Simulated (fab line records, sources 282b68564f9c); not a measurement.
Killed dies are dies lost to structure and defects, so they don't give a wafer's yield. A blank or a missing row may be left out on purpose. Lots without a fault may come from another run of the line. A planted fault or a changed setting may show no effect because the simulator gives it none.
fab line records | flow rit_cmos
record lots=7 wafers=21 last_day=7
route steps=202 shown GATE@89 REOX@98 NLDD@103 PLDD@114 SPACER@125 M1@202
lots that met no fault: from a run of the same line without faults
start_h: hours from the record's first day to the start of the lot's first wafer shown | wait_h: hours since the lot's step before | " the same as in the row above | L1.1+2: a row that stands for several wafers | - no value, or no start given | * or withheld: withheld | < > ~ a bound
route shown NAME@n: a module of which the file shows steps, and the number in the route of the first | usual: mean/standard deviation of fault-free wafers | same: alike in all rows | chamber/n: place in a boat | sites: the reading at each site | _std_site: their standard deviation | _edge_site: outer sites' mean less inner sites' | radius_mm: how far each site lies from the wafer's centre | mask NAME#n: copy n | behind: the tool/chamber that last shaped the wafer | hold: why the lot was held/for how many hours/how that ended | device: the transistor (n, p or np) that didn't switch | end of line: the same wafers' tests at the end of the route | a step without rows: its recipe alone | killed: dies lost to structure and defects at the first sort, not the wafer's yield | map: a wafer's dies, x killed, . not, _ none there
set.NAME: the setting as run; set.NAME@STEP: as run at that earlier step | model.NAME: the simulator's own value behind a step, which no gauge read
lots at some steps of the route; a table a step, a row a wafer
services: from which hour (start_h, from the record's first day; less than 0 if before it) a tool's chamber was out of use, for how many hours, and why
## steps
# step RIT_GATE_EXPOSE_13
# recipe mask_id=M6 na=0.6 source_shape=conventional sigma_outer=0.6 target_cd_nm=150 dose_mj=380
# step RIT_GATE_PEB_14
# recipe resist=NOVOLAK temp_c=withheld time_s=withheld
# step RIT_GATE_DEVELOP_15
# recipe resist=NOVOLAK develop_time_s=50 dev_temp_c=23
# step RIT_GATE_CD_MEAS_16
# recipe target_cd_nm=150
# usual cd_nm=151.5/2.9
# columns lot.wafer tool chamber start_h wait_h cd_nm
L289.1 cd_sem-01 - 76.84 - 150.4
L289.2 " - " " 144.5
L289.3 " - " " 145.5
L290.2 cd_sem-02 - 85.89 - 151.0
L290.4 " - " " 154.8
L290.6 " - " " 156.7
L291.3 cd_sem-01 - 88.74 - 153.0
L291.4 " - " " 152.0
L291.5 " - " " 150.9
L292.2 cd_sem-02 - 94.91 - 155.6
L292.3 " - " " 158.8
L292.6 " - " " 156.6
L294.2 cd_sem-01 - 107.98 - 152.7
L294.5 " - " " 150.6
L294.6 " - " " 151.1
L298.1 cd_sem-02 - 121.01 - 156.3
L298.2 " - " " 152.4
L298.4 " - " " 155.8
L301.3 cd_sem-01 - 136.24 - 153.7
L301.4 " - " " 153.1
L301.6 " - " " 148.6
# step RIT_GATE_OVL_MEAS_17
# usual GATE_OVL=0.5/1.6
# columns lot.wafer tool chamber start_h wait_h GATE_OVL[nm]
L289.1 overlay-01 - 76.96 0.1 0.2
L289.2 " - " " 0.0
L289.3 " - " " -0.2
L290.2 overlay-02 - 85.99 0.1 -1.2
L290.4 " - " " 0.7
L290.6 " - " " 2.3
L291.3 overlay-02 - 88.83 0.1 0.7
L291.4 " - " " 0.6
L291.5 " - " " 1.8
L292.2 overlay-01 - 95.02 0.1 1.9
L292.3 " - " " 2.0
L292.6 " - " " 2.5
L294.2 overlay-01 - 108.09 0.1 2.0
L294.5 " - " " 0.9
L294.6 " - " " 3.7
L298.1 overlay-02 - 121.13 0.1 0.7
L298.2 " - " " 0.8
L298.4 " - " " 0.6
L301.3 overlay-01 - 136.34 0.1 0.6
L301.4 " - " " -0.1
L301.6 " - " " 1.4
# step RIT_GATE_HARDBAKE_18
# recipe resist=NOVOLAK temp_c=140 time_s=60
# step RIT_GATE_ETCH_19
# recipe chemistry=SF6/CHF3/O2 time_s=165 SF6_flow_sccm=30 CHF3_flow_sccm=30 O2_flow_sccm=5 target=poly-Si pressure_mtorr=40 rf_w=160 target_depth_a=3125 over_etch_frac=0.25 stop_on=SiO2
# usual drypump_motor_current_A=5.4/0.39 oes_product_au=0.837/0.013 rf_fwd_power_W=159.3/0.51 throttle_valve_pct=10.21/0.12
# columns lot.wafer tool chamber start_h wait_h drypump_motor_current_A oes_product_au rf_fwd_power_W rf_hours_counter_h throttle_valve_pct
L289.1 rie_si-02 3 77.14 0.1 4.9 0.841 159.1 11 10.43
L289.2 " 2 " " 6.1 0.858 158.6 2 10.08
L289.3 " 0 " " 5.6 0.853 158.6 59 10.04
L290.2 rie_si-01 1 86.17 0.1 5.8 0.839 158.4 7 10.28
L290.4 " 2 " " 4.9 0.818 159.4 43 10.29
L290.6 " 2 " " 4.9 0.819 159.3 - 10.30
L291.3 rie_si-02 3 89.12 0.1 4.9 0.830 160.1 11 10.43
L291.4 " 0 " " 5.6 0.850 158.9 59 10.03
L291.5 " 2 " " 6.0 0.846 159.1 - 10.08
L292.2 rie_si-01 2 95.20 0.1 4.9 0.816 159.2 44 10.30
L292.3 " 0 " " 5.1 0.825 159.3 40 10.27
L292.6 " 2 " " 5.0 0.821 159.5 - 10.29
L294.2 rie_si-02 1 108.27 0.1 5.5 0.818 159.6 66 10.10
L294.5 " 2 " " 6.0 0.852 159.2 - 10.10
L294.6 " 1 " " 5.5 0.824 160.0 - 10.10
L298.1 rie_si-01 0 121.32 0.1 5.1 0.825 159.1 40 10.25
L298.2 " 1 " " 5.8 0.841 159.0 7 10.27
L298.4 " 3 " " 5.2 0.850 159.7 105 10.16
L301.3 rie_si-02 2 136.51 0.1 6.0 0.850 158.8 2 10.09
L301.4 " 2 " " 6.1 0.856 159.5 - 10.10
L301.6 " 3 " " 4.9 0.838 160.1 - 10.43
# step RIT_GATE_STRIP_20
# recipe chemistry=O2 time_s=180 resist=NOVOLAK platen_temp_c=withheld power_w=500 pressure_mtorr=4000 o2_flow_sccm=4000
# usual drypump_motor_current_A=6.0/0.47
# columns lot.wafer tool chamber start_h wait_h drypump_motor_current_A rf_hours_counter_h
L289.1 plasma_asher-03 1 77.25 0.1 6.3 44
L289.2 " 0 " " 5.9 44
L289.3 " 0 " " 5.9 -
L290.2 plasma_asher-04 1 86.28 0.1 5.5 30
L290.4 " 1 " " 5.5 -
L290.6 " 0 " " 6.8 -
L291.3 plasma_asher-04 0 89.29 0.1 6.8 -
L291.4 " 1 " " 5.4 -
L291.5 " 0 " " 6.8 -
L292.2 plasma_asher-02 0 95.30 0.1 5.9 45
L292.3 " 0 " " 6.0 -
L292.6 " 0 " " 5.9 -
L294.2 plasma_asher-02 1 108.38 0.1 5.7 47
L294.5 " 0 " " 6.0 -
L294.6 " 1 " " 5.7 -
L298.1 plasma_asher-03 1 121.42 0.1 6.3 50
L298.2 " 0 " " 5.9 50
L298.4 " 0 " " 5.9 -
L301.3 plasma_asher-04 0 136.68 0.1 6.8 -
L301.4 " 1 " " 5.5 -
L301.6 " 1 " " 5.5 -
# step RIT_GATE_CD_MEAS_90
# recipe target_cd_nm=150
# usual cd_nm=151.5/2.9
# columns lot.wafer tool chamber start_h wait_h cd_nm
L289.1 cd_sem-02 - 77.43 0.1 150.7
L289.2 " - " " 144.7
L289.3 " - " " 145.8
L290.2 cd_sem-01 - 86.48 0.1 151.2
L290.4 " - " " 154.6
L290.6 " - " " 156.4
L291.3 cd_sem-02 - 89.45 0.1 152.9
L291.4 " - " " 152.0
L291.5 " - " " 150.5
L292.2 cd_sem-02 - 95.50 0.1 155.8
L292.3 " - " " 158.6
L292.6 " - " " 156.2
L294.2 cd_sem-01 - 108.57 0.1 152.9
L294.5 " - " " 150.7
L294.6 " - " " 151.1
L298.1 cd_sem-02 - 121.60 0.1 156.6
L298.2 " - " " 152.4
L298.4 " - " " 156.4
L301.3 cd_sem-01 - 136.83 0.1 153.5
L301.4 " - " " 153.4
L301.6 " - " " 148.4
# step RIT_REOX_CLEAN_00
# recipe chemistry=SC1 mix=3:3:50 time_s=600 temp_c=75
# step RIT_REOX_CLEAN_01
# recipe chemistry=dHF dilution=50:1 time_s=30
# step RIT_REOX_CLEAN_02
# recipe chemistry=SC2 mix=3:3:50 time_s=600 temp_c=75 dry=n2_spin
# step RIT_REOX_OXIDATION_03
# recipe temp_c=900 ambient=O2 target_thk_a=252 ox_time_s=5580
# usual spike_tc_centre_C=904.3/1.6 spike_tc_load_C=927.0/2.6 spike_tc_source_C=923.9/3 tube_center_temp_C=899.99/0.084 tube_center_temp_C_max=902.3/0.39 zone_power_centre_pct=46.5/2.4
# columns lot.wafer tool chamber start_h wait_h spike_tc_centre_C spike_tc_load_C spike_tc_source_C tube_center_temp_C tube_center_temp_C_max zone_power_centre_pct model.SiO2_of_REOX_OXIDATION_03.thk_nm
L289.1 furnace-03 0 79.49 1.6 904.0 926.1 923.0 899.93 902.2 44.8 25.23
L289.2 " 0 " " 904.2 926.6 922.3 900.12 902.2 45.1 25.22
L289.3 " 0 " " 903.0 926.6 925.2 899.99 902.0 44.7 25.13
L290.2 furnace-03 0 86.94 0.0 878.6 901.9 897.8 874.87 877.4 44.1 19.66
L290.4 " 0 " " 879.7 899.7 897.1 874.84 876.9 43.8 19.4
L290.6 " 0 " " 878.7 902.2 898.6 875.11 877.3 43.5 19.15
L291.3 furnace-03 0 89.96 0.0 879.5 903.1 900.0 874.91 877.0 44.0 20.52
L291.4 " 0 " " 879.3 902.3 897.8 874.94 876.8 43.4 20.22
L291.5 " 0 " " 880.2 903.2 896.6 874.93 877.9 43.1 20.47
L292.2 furnace-03 0 96.94 0.9 880.1 902.4 897.4 875.02 877.5 43.3 20.16
L292.3 " 0 " " 878.4 901.6 899.0 875.03 877.9 43.2 20.12
L292.6 " 0 " " 880.4 901.8 898.5 875.06 878.5 43.6 20.13
L294.2 furnace-01 0 109.15 0.0 902.8 931.4 919.1 899.78 901.8 44.5 24.59
L294.5 " 0 " " 902.5 930.4 918.8 900.13 902.4 45.9 24.99
L294.6 " 0 " " 902.3 929.4 920.2 899.98 902.2 44.4 24.39
L298.1 furnace-04 0 122.10 0.0 904.4 924.9 925.4 900.17 903.0 49.5 25.83
L298.2 " 0 " " 905.2 923.8 927.2 900.05 903.4 50.8 25.49
L298.4 " 0 " " 905.9 924.5 926.1 899.92 902.3 49.6 25.38
L301.3 furnace-04 0 137.34 0.0 906.9 925.3 927.1 900.02 902.4 50.1 24.89
L301.4 " 0 " " 906.3 923.7 926.3 900.09 902.5 50.4 25.02
L301.6 " 0 " " 906.1 924.8 927.4 899.97 901.9 50.1 25.11
# step RIT_REOX_THK_MEAS_04
# recipe reads=SiO2_of_REOX_OXIDATION_03
# usual REOX_OXIDE_THK=25.2/0.47
# columns lot.wafer tool chamber start_h wait_h REOX_OXIDE_THK[nm]
L289.1 film_metro-04 - 82.04 0.0 25.2
L289.2 " - " " 25.2
L289.3 " - " " 25.1
L290.2 film_metro-02 - 89.50 0.0 19.7
L290.4 " - " " 19.4
L290.6 " - " " 19.1
L291.3 film_metro-04 - 92.53 0.0 20.5
L291.4 " - " " 20.3
L291.5 " - " " 20.4
L292.2 film_metro-02 - 99.50 0.0 20.2
L292.3 " - " " 20.1
L292.6 " - " " 20.1
L294.2 film_metro-01 - 111.71 0.0 24.6
L294.5 " - " " 25.0
L294.6 " - " " 24.4
L298.1 film_metro-02 - 124.65 0.0 25.8
L298.2 " - " " 25.5
L298.4 " - " " 25.4
L301.3 film_metro-04 - 139.91 0.0 24.9
L301.4 " - " " 24.9
L301.6 " - " " 25.1
# step RIT_NLDD_HMDS_00
# recipe prime_time_s=60 prime_temp_c=140
# step RIT_NLDD_COAT_01
# recipe resist=NOVOLAK spin_rpm=3250 resist_thk_nm=1000
# step RIT_NLDD_SOFTBAKE_02
# recipe resist=NOVOLAK temp_c=90 time_s=60
# step RIT_NLDD_EXPOSE_03
# recipe mask_id=M7 na=0.57 target_cd_nm=40700 dose_mj=250
# step RIT_NLDD_PEB_04
# recipe resist=NOVOLAK temp_c=withheld time_s=withheld
# step RIT_NLDD_DEVELOP_05
# recipe resist=NOVOLAK develop_time_s=50 dev_temp_c=23
# step RIT_NLDD_OVL_MEAS_06
# usual NLDD_OVL=0.6/1.5
# columns lot.wafer tool chamber start_h wait_h NLDD_OVL[nm]
L289.1 overlay-02 - 82.95 - 0.3
L289.2 " - " " 2.8
L289.3 " - " " 1.8
L290.2 overlay-01 - 90.58 - 1.2
L290.4 " - " " -0.2
L290.6 " - " " 1.0
L291.3 overlay-02 - 93.43 - 0.6
L291.4 " - " " 3.2
L291.5 " - " " -0.6
L292.2 overlay-02 - 100.41 - -0.5
L292.3 " - " " 0.4
L292.6 " - " " 0.7
L294.2 overlay-01 - 112.62 - -1.4
L294.5 " - " " -1.4
L294.6 " - " " -0.2
L298.1 overlay-01 - 125.90 - -0.3
L298.2 " - " " -0.8
L298.4 " - " " 0.1
L301.3 overlay-02 - 140.93 - -1.7
L301.4 " - " " -2.2
L301.6 " - " " -0.7
# step RIT_NLDD_HARDBAKE_07
# recipe resist=NOVOLAK temp_c=140 time_s=60
# step RIT_NLDD_IMPLANT_08
# recipe species=P energy_kev=20 dose_cm2=5e+14 tilt_deg=7
# step RIT_NLDD_STRIP_09
# recipe chemistry=O2 time_s=180 resist=NOVOLAK platen_temp_c=withheld power_w=500 pressure_mtorr=4000 o2_flow_sccm=4000
# usual drypump_motor_current_A=6.1/0.48
# columns lot.wafer tool chamber start_h wait_h drypump_motor_current_A rf_hours_counter_h
L289.1 plasma_asher-04 0 83.29 0.1 6.8 29
L289.2 " 1 " " 5.5 29
L289.3 " 0 " " 6.8 -
L290.2 plasma_asher-03 0 90.91 0.1 5.9 45
L290.4 " 1 " " 6.3 -
L290.6 " 1 " " 6.3 -
L291.3 plasma_asher-03 0 93.81 0.1 5.9 -
L291.4 " 1 " " 6.3 -
L291.5 " 0 " " 5.9 -
L292.2 plasma_asher-04 0 100.91 0.1 6.8 32
L292.3 " 0 " " 6.8 -
L292.6 " 1 " " 5.5 -
L294.2 plasma_asher-03 0 112.95 0.1 5.9 49
L294.5 " 1 " " 6.3 -
L294.6 " 0 " " 5.9 -
L298.1 plasma_asher-04 1 126.24 0.1 5.5 36
L298.2 " 0 " " 6.8 36
L298.4 " 1 " " 5.5 -
L301.3 plasma_asher-03 1 141.32 0.1 6.3 -
L301.4 " 0 " " 5.9 -
L301.6 " 0 " " 5.9 -
# step RIT_NLDD_TW_MEAS_10
# usual NLDD_TW=2473/26
# columns lot.wafer tool chamber start_h wait_h NLDD_TW
L289.1 film_metro-02 - 83.46 0.1 2480
L289.2 " - " " 2474
L289.3 " - " " 2468
L290.2 film_metro-03 - 91.09 0.1 2511
L290.4 " - " " 2513
L290.6 " - " " 2498
L291.3 film_metro-03 - 93.95 0.1 2495
L291.4 " - " " 2494
L291.5 " - " " 2490
L292.2 film_metro-02 - 101.09 0.1 2475
L292.3 " - " " 2474
L292.6 " - " " 2481
L294.2 film_metro-02 - 113.13 0.1 2482
L294.5 " - " " 2469
L294.6 " - " " 2471
L298.1 film_metro-01 - 126.41 0.1 2435
L298.2 " - " " 2431
L298.4 " - " " 2446
L301.3 film_metro-03 - 141.45 0.1 2484
L301.4 " - " " 2497
L301.6 " - " " 2509
# step RIT_PLDD_HMDS_00
# recipe prime_time_s=60 prime_temp_c=140
# step RIT_PLDD_COAT_01
# recipe resist=NOVOLAK spin_rpm=3250 resist_thk_nm=1000
# step RIT_PLDD_SOFTBAKE_02
# recipe resist=NOVOLAK temp_c=90 time_s=60
# step RIT_PLDD_EXPOSE_03
# recipe mask_id=M8 na=0.57 target_cd_nm=40900 dose_mj=250
# step RIT_PLDD_PEB_04
# recipe resist=NOVOLAK temp_c=withheld time_s=withheld
# step RIT_PLDD_DEVELOP_05
# recipe resist=NOVOLAK develop_time_s=50 dev_temp_c=23
# step RIT_PLDD_OVL_MEAS_06
# usual PLDD_OVL=0.6/1.6
# columns lot.wafer tool chamber start_h wait_h PLDD_OVL[nm]
L289.1 overlay-01 - 84.50 - -1.2
L289.2 " - " " -3.2
L289.3 " - " " -1.6
L290.2 overlay-01 - 92.12 - 2.8
L290.4 " - " " 0.1
L290.6 " - " " 2.6
L291.3 overlay-02 - 94.98 - -2.4
L291.4 " - " " -3.5
L291.5 " - " " -2.3
L292.2 overlay-01 - 102.00 - -0.6
L292.3 " - " " -0.5
L292.6 " - " " -2.2
L294.2 overlay-02 - 114.27 - 0.6
L294.5 " - " " -0.2
L294.6 " - " " 0.5
L298.1 overlay-01 - 127.44 - 3.3
L298.2 " - " " 4.1
L298.4 " - " " 3.5
L301.3 overlay-02 - 142.63 - 0.7
L301.4 " - " " 0.0
L301.6 " - " " 2.6
# step RIT_PLDD_HARDBAKE_07
# recipe resist=NOVOLAK temp_c=140 time_s=60
# step RIT_PLDD_IMPLANT_08
# recipe species=BF2 energy_kev=20 dose_cm2=9e+14 tilt_deg=7
# step RIT_PLDD_STRIP_09
# recipe chemistry=O2 time_s=180 resist=NOVOLAK platen_temp_c=withheld power_w=500 pressure_mtorr=4000 o2_flow_sccm=4000
# usual drypump_motor_current_A=6.0/0.55
# columns lot.wafer tool chamber start_h wait_h drypump_motor_current_A rf_hours_counter_h
L289.1 plasma_asher-04 1 84.83 0.1 5.5 30
L289.2 " 0 " " 6.8 30
L289.3 " 0 " " 6.8 -
L290.2 plasma_asher-04 1 92.45 0.1 5.5 31
L290.4 " 1 " " 5.5 -
L290.6 " 1 " " 5.5 -
L291.3 plasma_asher-04 1 95.36 0.1 5.5 -
L291.4 " 0 " " 6.8 -
L291.5 " 1 " " 5.5 -
L292.2 plasma_asher-02 1 102.33 0.1 5.7 46
L292.3 " 1 " " 5.7 -
L292.6 " 0 " " 6.0 -
L294.2 plasma_asher-04 1 114.65 0.1 5.5 34
L294.5 " 0 " " 6.8 -
L294.6 " 1 " " 5.5 -
L298.1 plasma_asher-04 1 127.78 0.1 5.5 36
L298.2 " 0 " " 6.8 36
L298.4 " 0 " " 6.8 -
L301.3 plasma_asher-02 0 143.02 0.1 6.0 -
L301.4 " 1 " " 5.7 -
L301.6 " 0 " " 6.0 -
# step RIT_PLDD_TW_MEAS_10
# usual PLDD_TW=2328/26
# columns lot.wafer tool chamber start_h wait_h PLDD_TW
L289.1 film_metro-01 - 85.01 0.1 2296
L289.2 " - " " 2294
L289.3 " - " " 2296
L290.2 film_metro-03 - 92.64 0.1 2367
L290.4 " - " " 2369
L290.6 " - " " 2346
L291.3 film_metro-02 - 95.50 0.1 2320
L291.4 " - " " 2342
L291.5 " - " " 2344
L292.2 film_metro-02 - 102.51 0.1 2349
L292.3 " - " " 2343
L292.6 " - " " 2338
L294.2 film_metro-03 - 114.83 0.1 2362
L294.5 " - " " 2348
L294.6 " - " " 2353
L298.1 film_metro-03 - 127.95 0.1 2343
L298.2 " - " " 2355
L298.4 " - " " 2352
L301.3 film_metro-03 - 143.15 0.1 2344
L301.4 " - " " 2351
L301.6 " - " " 2348
# step RIT_SPACER_CLEAN_00
# recipe chemistry=SC1 mix=3:3:50 time_s=600 temp_c=75
# columns lot.wafer tool chamber start_h wait_h model.SiO2_of_REOX_OXIDATION_03.thk_nm
L289.1 wet_bench-03 0 85.07 0.1 23.29
L289.2 " 0 " " 23.28
L289.3 " 0 " " 23.19
L290.2 wet_bench-04 1 92.69 0.0 18.13
L290.4 " 1 " " 17.89
L290.6 " 1 " " 17.67
L291.3 wet_bench-03 1 95.54 0.0 18.94
L291.4 " 1 " " 18.67
L291.5 " 1 " " 18.88
L292.2 wet_bench-03 2 102.56 0.0 18.59
L292.3 " 2 " " 18.55
L292.6 " 2 " " 18.56
L294.2 wet_bench-03 3 114.88 0.0 22.72
L294.5 " 3 " " 23.09
L294.6 " 3 " " 22.55
L298.1 wet_bench-01 2 128.01 0.1 23.83
L298.2 " 2 " " 23.5
L298.4 " 2 " " 23.4
L301.3 wet_bench-04 1 143.19 0.0 22.97
L301.4 " 1 " " 23.07
L301.6 " 1 " " 23.16
# step RIT_SPACER_CLEAN_01
# recipe chemistry=dHF dilution=50:1 time_s=30
# step RIT_M1_PROBE_99
# usual killed_at_M0_to_M3=0.0/0.18 killed_at_contacts=0.1/0.38 killed_at_front_end=6.9/2.9 killed_dies=7.1/3 killed_open=3.5/2.1 killed_short=3.5/2
# same gross_dies=264 killed_at_M4_up=0 killed_at_back_side=0 killed_at_other=0
# columns lot.wafer tool chamber start_h wait_h killed_at_M0_to_M3 killed_at_contacts killed_at_front_end killed_dies killed_open killed_short model.etest.pmos_turned.r_on_ohm_um model.etest.pmos_0p3.r_on_ohm_um model.etest.pmos_0p15.r_on_ohm_um model.etest.pldd.rs_ohm_sq model.etest.nmos_0p15.r_on_ohm_um model.etest.nmos_0p3.r_on_ohm_um model.etest.nldd.rs_ohm_sq model.etest.nmos_turned.drive_ua_um
L289.1 prober-01 - 98.75 0.1 0 0 9 9 5 4 3447 6358 2781 501.2 1123 2170 380.3 320.2
L289.2 prober-01 - 98.80 0.1 1 1 6 8 6 2 3311 6287 2633 499.5 1077 2133 382 332.5
L289.3 prober-01 - 98.85 0.2 0 0 8 8 7 1 3283 6185 2646 492.3 1102 2142 378.4 333.5
L290.2 prober-02 - 106.67 0.1 0 1 5 6 1 5 2908 5726 2420 344.5 1037 2032 298.5 404.5
L290.4 prober-02 - 106.77 0.2 0 0 6 6 1 5 2959 5870 2494 339.1 1071 2064 294.1 394.4
L290.6 prober-02 - 106.87 0.2 0 1 4 5 2 3 2956 5825 2536 334.7 1065 2052 290.7 394
L291.3 prober-01 - 109.30 0.2 0 0 5 5 3 2 2991 6079 2528 342.1 1083 2129 303 376.9
L291.4 prober-01 - 109.35 0.2 0 1 5 6 2 4 2893 5921 2438 335.6 1040 2087 298 393.7
L291.5 prober-01 - 109.40 0.2 0 0 5 5 2 3 2938 6020 2469 338.9 1075 2101 304.5 388
L292.2 prober-02 - 116.28 0.1 0 0 3 3 1 2 2944 5928 2500 316.8 1105 2082 303.7 388.9
L292.3 prober-02 - 116.33 0.2 0 0 6 6 5 1 2946 5835 2494 312.1 1074 2054 305.7 384.1
L292.6 prober-02 - 116.48 0.2 0 0 5 5 4 1 2879 5800 2429 313 1050 2037 306.7 394.2
L294.2 prober-01 - 129.97 0.1 0 0 3 3 2 1 3371 6322 2815 481.5 1115 2169 356.1 341.2
L294.5 prober-01 - 130.12 0.2 0 2 9 11 4 7 3417 6358 2788 495 1105 2148 362.4 337.9
L294.6 prober-01 - 130.17 0.2 0 0 5 5 3 2 3310 6268 2727 472.7 1104 2147 351.8 351.3
L298.1 prober-02 - 141.85 0.1 0 1 3 4 1 3 3753 6625 3023 541.4 1162 2239 387.4 297.9
L298.2 prober-02 - 141.90 0.1 0 0 5 5 4 1 3530 6430 2840 527.7 1119 2172 383.1 317.7
L298.4 prober-02 - 142.00 0.2 0 0 5 5 1 4 3595 6524 2938 514.1 1154 2201 379.6 309.3
L301.3 prober-01 - 156.58 0.2 0 0 8 8 5 2 3455 6347 2841 469.7 1155 2170 371.4 326.4
L301.4 prober-01 - 156.63 0.2 0 0 3 3 2 1 3419 6293 2789 477.9 1146 2142 377.4 327.1
L301.6 prober-01 - 156.73 0.2 0 0 8 8 4 3 3352 6159 2688 477.5 1108 2147 374.8 331.5
# killed by level:class
L289.1 GATE:geometric_particle:short=3 FOX2:geometric_particle:open=2 FOX1:geometric_particle:open=1 FOX1:geometric_particle:short=1 GATE:geometric_particle:open=1 REOX:geometric_particle:open=1
L289.2 GATE:geometric_particle:open=3 SPACER:geometric_particle:open=2 GATE:geometric_particle:short=1 CONTACT:geometric_particle:open=1 M1:geometric_particle:short=1
L289.3 GATE:geometric_particle:open=3 FOX2:geometric_particle:open=2 REOX:geometric_particle:open=1 SPACER:geometric_particle:short=1 SILICIDE:geometric_particle:open=1
L290.2 GATE:geometric_particle:short=3 SPACER:geometric_particle:open=1 SILICIDE:geometric_particle:short=1 CONTACT:geometric_particle:short=1
L290.4 SILICIDE:geometric_particle:short=2 FOX1:geometric_particle:short=1 GATE:geometric_particle:short=1 REOX:geometric_particle:open=1 SPACER:geometric_particle:short=1
L290.6 FOX1:geometric_particle:short=3 REOX:geometric_particle:open=1 CONTACT:geometric_particle:open=1
L291.3 GATE:geometric_particle:open=3 REOX:geometric_particle:short=1 SPACER:geometric_particle:short=1
L291.4 FOX1:geometric_particle:short=1 GATE:geometric_particle:short=1 GATE:geometric_particle:open=1 SPACER:geometric_particle:short=1 SILICIDE:geometric_particle:short=1 CONTACT:geometric_particle:open=1
L291.5 FOX1:geometric_particle:open=1 FOX2:geometric_particle:short=1 GATE:geometric_particle:short=1 GATE:geometric_particle:open=1 SILICIDE:geometric_particle:short=1
L292.2 FOX1:geometric_particle:short=1 FOX1:geometric_particle:open=1 SILICIDE:geometric_particle:short=1
L292.3 SPACER:geometric_particle:open=2 FOX1:geometric_particle:open=1 REOX:geometric_particle:short=1 REOX:geometric_particle:open=1 SILICIDE:geometric_particle:open=1
L292.6 FOX1:geometric_particle:open=1 GATE:geometric_particle:short=1 GATE:geometric_particle:open=1 SPACER:geometric_particle:open=1 SILICIDE:geometric_particle:open=1
L294.2 SPACER:geometric_particle:open=2 SPACER:geometric_particle:short=1
L294.5 GATE:geometric_particle:short=2 GATE:geometric_particle:open=2 ACTIVE:geometric_particle:short=1 FOX2:geometric_particle:short=1 FOX2:geometric_particle:open=1 SPACER:geometric_particle:short=1 SILICIDE:geometric_particle:short=1 CONTACT:geometric_particle:short=1
L294.6 GATE:geometric_particle:open=1 SPACER:geometric_particle:open=1 SPACER:geometric_particle:short=1 SILICIDE:geometric_particle:open=1 SILICIDE:geometric_particle:short=1
L298.1 GATE:geometric_particle:short=1 REOX:geometric_particle:short=1 SILICIDE:geometric_particle:short=1 CONTACT:geometric_particle:open=1
L298.2 GATE:geometric_particle:open=2 FOX1:geometric_particle:open=1 GATE:geometric_particle:short=1 REOX:geometric_particle:open=1
L298.4 FOX2:geometric_particle:short=1 GATE:geometric_particle:short=1 REOX:geometric_particle:short=1 REOX:geometric_particle:open=1 SPACER:geometric_particle:short=1
L301.3 FOX1:geometric_particle:open=3 FOX1:geometric_particle:short=1 GATE:geometric_particle:open=1 GATE:geometric_particle:short=1 SPACER:geometric_particle:open=1 PRETRO:coat_microbubble_printed=1
L301.4 FOX1:geometric_particle:open=1 FOX1:geometric_particle:short=1 SILICIDE:geometric_particle:open=1
L301.6 GATE:geometric_particle:open=2 REOX:geometric_particle:short=2 FOX1:geometric_particle:short=1 FOX1:geometric_particle:open=1 FOX2:geometric_particle:open=1 PRETRO:coat_microbubble_printed=1
## services
# columns tool chamber start_h hours kind
furnace-01 - 61.05 20.9 pm
plasma_asher-04 - 67.36 4.3 pm
wet_bench-01 - 69.82 7.1 repair
furnace-01 - 81.95 3.4 pm
rie_si-01 2 89.48 2.6 repair
rie_si-02 0 125.94 41.4 repair
plasma_asher-03 - 142.21 2.9 repair
## key
first_sign step=RIT_REOX_OXIDATION_03 reading=tube_center_temp_C direction=down sigmas=99+ usual=* struck=*
effect step=RIT_REOX_OXIDATION_03 reading=tube_center_temp_C_max direction=down sigmas=64 usual=* struck=*
effect step=RIT_REOX_THK_MEAS_04 reading=REOX_OXIDE_THK direction=down sigmas=11 usual=25.2 struck=20.0
model_effect step=RIT_REOX_OXIDATION_03 value=SiO2_of_REOX_OXIDATION_03.thk_nm without=25.75 struck=19.98
model_effect step=RIT_SPACER_CLEAN_00 value=SiO2_of_REOX_OXIDATION_03.thk_nm without=23.75 struck=18.43
model_effect step=RIT_M1_PROBE_99 value=etest.pmos_turned.r_on_ohm_um without=3559 struck=2935
met_at RIT_REOX_OXIDATION_03
struck_wafers L290.2,L290.4,L290.6,L291.3,L291.4,L291.5,L292.2,L292.3,L292.6
tester_left_out L290,L291,L292
onset_between 79.49 86.94
fault kind=process_parameter_drift tool=furnace-03 chamber=- onset_h=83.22 steps=RIT_REOX_OXIDATION_03 channel=temp_c offset=* shape=step end_h=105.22 acts_in=* stated=*
# tester_left_out: of these lots the tester's yield and bins aren't shown, on N5 and GAA mostly nor the transistor test; their killed dies are dies lost to structure and defects alone, not to doping, threshold or leakage, so they don't give the yield
